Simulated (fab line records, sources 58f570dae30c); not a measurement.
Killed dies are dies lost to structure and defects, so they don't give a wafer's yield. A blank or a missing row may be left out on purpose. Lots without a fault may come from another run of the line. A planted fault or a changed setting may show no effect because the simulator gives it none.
One fault seen from 2 desks | flow berkeley_cmos170 | each desk has only its own numbers; what lay behind them comes last

THE METROLOGY DESK
What the gauges read, lot by lot, whatever tool the lot ran on: means of the sampled wafers that have a number. A lot is out of limits, marked OUT, if its mean lies more than 4 standard deviations from the usual mean; the brackets give that distance.
Columns: A = PVT_TW at UCB170_PVT_TW_MEAS_09, usual 506
lot  | first seen here | A
L171 | day 6 02:10     | 509
L175 | day 6 06:37     | 504
L173 | day 6 06:41     | 502
L179 | day 7 09:02     | 508
L178 | day 7 09:17     | 507
L180 | day 7 16:29     | 507
L181 | day 8 00:35     | 512
L183 | day 8 14:06     | 511
L184 | day 8 14:20     | 504
L190 | day 9 12:35     | 509
L189 | day 9 13:06     | 512
L191 | day 10 03:05    | 517
L192 | day 10 07:06    | 500
L194 | day 10 07:23    | 501
L193 | day 10 07:39    | 518
This desk's finding: nothing out of limits on any of the 15 lots.

THE TOOL OWNER'S DESK: implanter-03
The tool's own readings at UCB170_PVT_IMPLANT_07: means of the sampled wafers that have a number, for each lot that ran on this tool. A lot is out of limits, marked OUT, if its mean lies more than 4 standard deviations from the usual mean; the brackets give that distance.
Columns: A = dose_ions_cm2 at UCB170_PVT_IMPLANT_07, usual 1.9997e+12; B = end_station_pressure_torr at UCB170_PVT_IMPLANT_07, usual 5.02e-06 Torr; C = faraday_current_uA at UCB170_PVT_IMPLANT_07, usual 6.34
lot  | first seen here | A                    | B        | C
L173 | day 6 06:26     | 1.9987e+12           | 4.96e-06 | 6.29
L179 | day 7 08:48     | 1.9986e+12           | 4.98e-06 | 6.54
L180 | day 7 16:15     | 1.9970e+12           | 5.00e-06 | 6.37
L181 | day 8 00:19     | 1.9980e+12           | 4.91e-06 | 6.41
L184 | day 8 14:05     | 1.9988e+12           | 5.04e-06 | 6.41
L189 | day 9 12:51     | 2.1142e+12 (+55) OUT | 4.93e-06 | 6.74
L191 | day 10 02:50    | 2.1123e+12 (+54) OUT | 5.02e-06 | 6.58
L193 | day 10 07:24    | 2.1128e+12 (+54) OUT | 4.98e-06 | 6.77
This desk's finding: out of limits on L189, L191, L193; first on L189, day 9 12:51 (dose_ions_cm2 at UCB170_PVT_IMPLANT_07). In limits: L173, L179, L180, L181, L184.

PUT TOGETHER
The tool owner's desk could have raised an alarm at day 9 12:51, on L189, L191, L193.
The metrology desk saw nothing out of limits.
The metrology desk has L189, L191, L193 on record, within its limits.
Of the lots named, all ran UCB170_PVT_IMPLANT_07 on implanter-03.

WHAT THE SIMULATOR HAD PUT IN
Process parameter drift: implanter-03, from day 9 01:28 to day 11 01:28, at UCB170_PVT_IMPLANT_07. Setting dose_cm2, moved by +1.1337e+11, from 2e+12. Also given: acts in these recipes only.
Lots struck among those shown: L189, L191, L193.
Hours from the fault's start to each desk's first reading out of limits: the tool owner's desk, 11.
